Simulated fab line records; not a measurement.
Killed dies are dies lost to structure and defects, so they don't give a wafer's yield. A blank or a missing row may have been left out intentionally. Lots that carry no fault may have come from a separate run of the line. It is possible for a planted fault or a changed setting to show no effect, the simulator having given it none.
Chamber matching / flow berkeley cmos170 / 4 sister chambers for UCB170_NWELL_ETCH_13 on rie diel-01
The step etches Si3N4 in CH3F/Ar/O2, stops on SiO2, target depth 246.4 nm, time 154 s. 16 wafers are shown with their chamber, then 8 later ones without.

== WAFERS WITH THEIR CHAMBER ==
wafer=L171.3; chamber=0; throttle valve pct (%)=8.07; oes product au (a.u.)=0.934; CH3F_flow_sccm (sccm)=20.01
wafer=L171.5; chamber=1; throttle valve pct (%)=8.05; oes product au (a.u.)=0.919; CH3F_flow_sccm (sccm)=20.00
wafer=L171.6; chamber=3; throttle valve pct (%)=7.79; oes product au (a.u.)=0.944; CH3F_flow_sccm (sccm)=19.93
wafer=L173.1; chamber=0; throttle valve pct (%)=8.09; oes product au (a.u.)=0.947; CH3F_flow_sccm (sccm)=19.85
wafer=L173.3; chamber=1; throttle valve pct (%)=8.08; oes product au (a.u.)=0.929; CH3F_flow_sccm (sccm)=20.12
wafer=L173.4; chamber=2; throttle valve pct (%)=8.09; oes product au (a.u.)=0.927; CH3F_flow_sccm (sccm)=19.97
wafer=L174.1; chamber=1; throttle valve pct (%)=8.07; oes product au (a.u.)=0.912; CH3F_flow_sccm (sccm)=19.96
wafer=L174.3; chamber=2; throttle valve pct (%)=8.09; oes product au (a.u.)=0.925; CH3F_flow_sccm (sccm)=19.94
wafer=L174.5; chamber=1; throttle valve pct (%)=8.07; oes product au (a.u.)=0.928; CH3F_flow_sccm (sccm)=19.92
wafer=L175.2; chamber=1; throttle valve pct (%)=8.07; oes product au (a.u.)=0.933; CH3F_flow_sccm (sccm)=20.08
wafer=L175.4; chamber=0; throttle valve pct (%)=8.07; oes product au (a.u.)=0.925; CH3F_flow_sccm (sccm)=19.90
wafer=L175.5; chamber=1; throttle valve pct (%)=8.06; oes product au (a.u.)=0.935; CH3F_flow_sccm (sccm)=20.14
wafer=L177.1; chamber=0; throttle valve pct (%)=8.09; oes product au (a.u.)=0.936; CH3F_flow_sccm (sccm)=20.20
wafer=L177.4; chamber=2; throttle valve pct (%)=8.08; oes product au (a.u.)=0.933; CH3F_flow_sccm (sccm)=19.98
wafer=L177.6; chamber=3; throttle valve pct (%)=7.78; oes product au (a.u.)=0.945; CH3F_flow_sccm (sccm)=20.01
wafer=L186.1; chamber=3; throttle valve pct (%)=7.80; oes product au (a.u.)=0.934; CH3F_flow_sccm (sccm)=19.88

SIGNATURES (averages over the wafers above)
reading=throttle valve pct; chamber 0=8.0800; chamber 1=8.0667; chamber 2=8.0867; chamber 3=7.7900; scatter within a chamber=0.01
reading=oes product au; chamber 0=0.93550; chamber 1=0.92600; chamber 2=0.92833; chamber 3=0.94100; scatter within a chamber=0.00786
reading=CH3F_flow_sccm; chamber 0=19.9900; chamber 1=20.0367; chamber 2=19.9633; chamber 3=19.9400; scatter within a chamber=0.101
Rule: a wafer's distance from a chamber is the root of the sum, over the readings, of the square of ((its reading less the chamber's mean) divided by the reading's scatter). The wafer belongs to the nearest chamber; if the next one is less than 2 further off, it can't be placed. The scatter: the root of (the sum of the squares of (reading less its chamber's mean) over the shown wafers, divided by (wafers less chambers)).

== WAFERS WITHOUT THEIR CHAMBER ==
wafer=L186.5; throttle valve pct (%)=8.07; oes product au (a.u.)=0.930; CH3F_flow_sccm (sccm)=19.98
wafer=L186.6; throttle valve pct (%)=8.09; oes product au (a.u.)=0.943; CH3F_flow_sccm (sccm)=20.09
wafer=L188.2; throttle valve pct (%)=8.06; oes product au (a.u.)=0.919; CH3F_flow_sccm (sccm)=20.06
wafer=L188.4; throttle valve pct (%)=7.78; oes product au (a.u.)=0.948; CH3F_flow_sccm (sccm)=20.06
wafer=L188.6; throttle valve pct (%)=7.80; oes product au (a.u.)=0.941; CH3F_flow_sccm (sccm)=20.12
wafer=L191.3; throttle valve pct (%)=8.09; oes product au (a.u.)=0.918; CH3F_flow_sccm (sccm)=20.00
wafer=L191.5; throttle valve pct (%)=8.08; oes product au (a.u.)=0.911; CH3F_flow_sccm (sccm)=20.03
wafer=L191.6; throttle valve pct (%)=7.79; oes product au (a.u.)=0.934; CH3F_flow_sccm (sccm)=19.91

== CHAMBER TAKEN BY EACH ==
wafer=L186.5; from the rows above=can't be placed: 1 or 0 or 2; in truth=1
wafer=L186.6; from the rows above=can't be placed: 0 or 2 or 1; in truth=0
wafer=L188.2; from the rows above=can't be placed: 1 or 0 or 2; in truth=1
wafer=L188.4; from the rows above=3; in truth=3
wafer=L188.6; from the rows above=3; in truth=3
wafer=L191.3; from the rows above=can't be placed: 2 or 0 or 1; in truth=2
wafer=L191.5; from the rows above=can't be placed: 1 or 2 or 0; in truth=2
wafer=L191.6; from the rows above=3; in truth=3
Correct placement for 3 of the 8. These rows do not allow placing 5 (true chamber among the candidates in 5). Wrongly placed: 0.
